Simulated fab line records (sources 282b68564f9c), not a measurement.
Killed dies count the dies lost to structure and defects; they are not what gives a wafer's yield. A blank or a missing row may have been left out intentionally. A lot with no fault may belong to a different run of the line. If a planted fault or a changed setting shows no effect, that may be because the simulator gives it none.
2 desks looking at one fault / flow rit_cmos / every desk sees just its own numbers, and what lay behind them comes last

FOR THE TOOL OWNER'S DESK: implanter-02
RIT_NLDD_IMPLANT_08, tool's own readings: per-lot mean of the sampled wafers with a number, covering each lot this tool ran. The brackets show how far a lot's mean lies from the usual mean; more than 4 standard deviations puts the lot out of limits, marked OUT.
Columns: A = beam_energy_keV at RIT_NLDD_IMPLANT_08, usual 20.000; B = dose_ions_cm2 at RIT_NLDD_IMPLANT_08, usual 5e+14; C = end_station_pressure_torr at RIT_NLDD_IMPLANT_08, usual 6.3e-06 Torr
lot=L856; first seen here=day 3 00:34; A=19.999; B=5e+14; C=6.5e-06
lot=L877; first seen here=day 7 23:18; A=19.513 (-79) OUT; B=5e+14; C=6.4e-06
lot=L878; first seen here=day 8 04:10; A=19.515 (-78) OUT; B=5e+14; C=6.4e-06
This desk finds L877, L878 out of limits, L877 being first, at day 7 23:18 (beam_energy_keV at RIT_NLDD_IMPLANT_08). L856: within limits.

FROM THE METROLOGY DESK
Lot by lot, what the gauges showed, no matter which tool ran the lot: averages of those sampled wafers that carry a number. The brackets show how far a lot's mean lies from the usual mean; more than 4 standard deviations puts the lot out of limits, marked OUT.
Columns: A = REOX_OXIDE_THK at RIT_REOX_THK_MEAS_04, usual 25.3 nm; B = NLDD_OVL at RIT_NLDD_OVL_MEAS_06, usual 0.4 nm
lot=L856; first seen here=day 2 23:13; A=26.1; B=-1.8
lot=L855; first seen here=day 2 23:14; A=25.3; B=-0.8
lot=L860; first seen here=day 3 22:19; A=25.4; B=1.6
lot=L861; first seen here=day 4 05:15; A=25.2; B=2.1
lot=L877; first seen here=day 7 22:04; A=26.0; B=-0.2
lot=L878; first seen here=day 8 02:54; A=25.3; B=0.7
Result from this desk: across the 6 lots, nothing is out of limits.

PUT TOGETHER
On L877, L878, at day 7 23:18, an alarm was possible from the tool owner's desk.
At the metrology desk, nothing out of limits was observed.
The metrology desk holds a record of L877, L878, inside its limits.
Of the lots named, all ran RIT_NLDD_IMPLANT_08 on implanter-02.

WHAT THE SIMULATOR HAD PUT IN
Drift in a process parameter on implanter-02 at RIT_NLDD_IMPLANT_08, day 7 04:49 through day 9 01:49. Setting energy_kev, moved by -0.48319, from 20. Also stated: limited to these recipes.
Lots struck among those shown: L877, L878.
Time in hours from fault onset to the first out-of-limits reading at each desk: the tool owner's desk, 18.
